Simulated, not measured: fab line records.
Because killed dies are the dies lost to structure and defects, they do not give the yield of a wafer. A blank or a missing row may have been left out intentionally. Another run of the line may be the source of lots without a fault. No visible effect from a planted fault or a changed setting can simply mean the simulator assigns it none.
Problem report, 8D (eight disciplines) form, completed by code / flow berkeley-cmos170 / the parts of the form that need people (team, actions taken, sign-off) are left out

## 1. WHAT WENT WRONG
At UCB170_M3_CD_MEAS_90, cd-nm averages 720 nm over 6 wafers from 2 lots, while fault-free wafers read 701 nm, standard deviation 3.2. That is +6.0 standard deviations from the usual mean.
The step: target cd 700 nm.
Earliest sighting: wafer L610.1 on cd-sem-01 at day 10 23:26. Wafers with a number at this step in the record: 42, from 14 lots. Rule for "out" (also "out of limits"): further than 4 standard deviations from the usual mean. Any other wafer with a number is counted as sound.

## 2. WHAT IT IS, AND WHAT IT ISN'T
question=which readings at this step | is=cd-nm | is not=-
question=which lots | is=L606, L610 | is not=L594, L595, L596, L598, L599, L600, L601, L611, L613, L614, L616, L617
question=which wafers of those lots | is=all that have a number | is not=-
question=read on which gauges | is=cd-sem-01, cd-sem-02 | is not=-
question=when | is=from day 10 23:26 | is not=up to then (21 sound wafers); but 15 sound wafers of L611, L613, L614, L616, L617 came after

## 3. SUSPECTS, AND WHAT RULES EACH OUT
Counting: a tool at a process step up to the reading stays a suspect if it ran every lot that is out and no sound lot after the first of them.
- the gauge at UCB170_M3_CD_MEAS_90 has been ruled out. Those wafers that are out were read across 2 gauges (cd-sem-01, cd-sem-02).
- plasma-asher-01 at UCB170_V1_STRIP_15 (strips in O2): ruled out as a lasting fault. Sound lots L611, L616 ran on it after its first lot that is out, L610 (day 10 11:28).
- rie-metal-01 at UCB170_M3_METAL_ETCH_18 (etches Al in Cl2/BCl3, stops on SiO2, target depth 1170 nm, time 195 s): kept. Every lot that is out went through it, starting with L610 (day 10 23:09), and after that it ran no sound lot; the last sound lot it ran before then is L599 (day 9 12:20). On those wafers its own readings are out: oes-product-au.
- plasma-asher-03 at UCB170_M3_STRIP_19 (strips in O2): ruled out as a lasting fault. Sound lots L616 ran on it after its first lot that is out, L610 (day 10 23:20).
Remaining after the count: rie-metal-01 at UCB170_M3_METAL_ETCH_18.

## 4. THE CAUSE (what the simulator had put in)
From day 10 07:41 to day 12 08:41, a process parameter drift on rie-metal-01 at UCB170_M3_METAL_ETCH_18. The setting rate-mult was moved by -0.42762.
Counting left only this tool.

## 5. THE CHAIN OF EFFECTS, in route order
Rows list readings where the struck wafers' mean (over those with a number) sits beyond 3 standard deviations from the usual. Scope: only readings with a usual standard deviation given in the record; hours: median across lots of the time from each lot's start at the first step in this table that gives one to its start at this step; sigmas: change in usual standard deviations.
hours=0; step=UCB170_M3_METAL_ETCH_18; reading=oes-product-au; usual=0.852 a.u.; on struck wafers=0.735; change=-0.117; sigmas=-6.5
hours=0; step=UCB170_M3_STRIP_19; reading=oes-product-au; usual=0.545 a.u.; on struck wafers=0.722; change=+0.177; sigmas=+8.9
hours=0; step=UCB170_M3_CD_MEAS_90; reading=cd-nm; usual=701 nm; on struck wafers=720; change=+19; sigmas=+6.0
The process steps in it:
- UCB170_M3_METAL_ETCH_18: etches Al in Cl2/BCl3, stops on SiO2, target depth 1170 nm, time 195 s.
- UCB170_M3_STRIP_19: strips in O2.

## 6. WHAT WOULD HAVE CAUGHT IT SOONER
In this record the first reading out of limits at a measuring or inspecting step was taken at day 10 23:26, 16 hours after the fault began at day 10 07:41.
Tool's own readings at UCB170_M3_METAL_ETCH_18, oes-product-au: out on all struck wafers the step has rows for; an alarm limit on them would have tripped on the first.
L606, from the lots that are out (2), started UCB170_M3_METAL_ETCH_18 on rie-metal-01 later than day 10 23:26. Had the tool been put on hold then, it would have been spared.
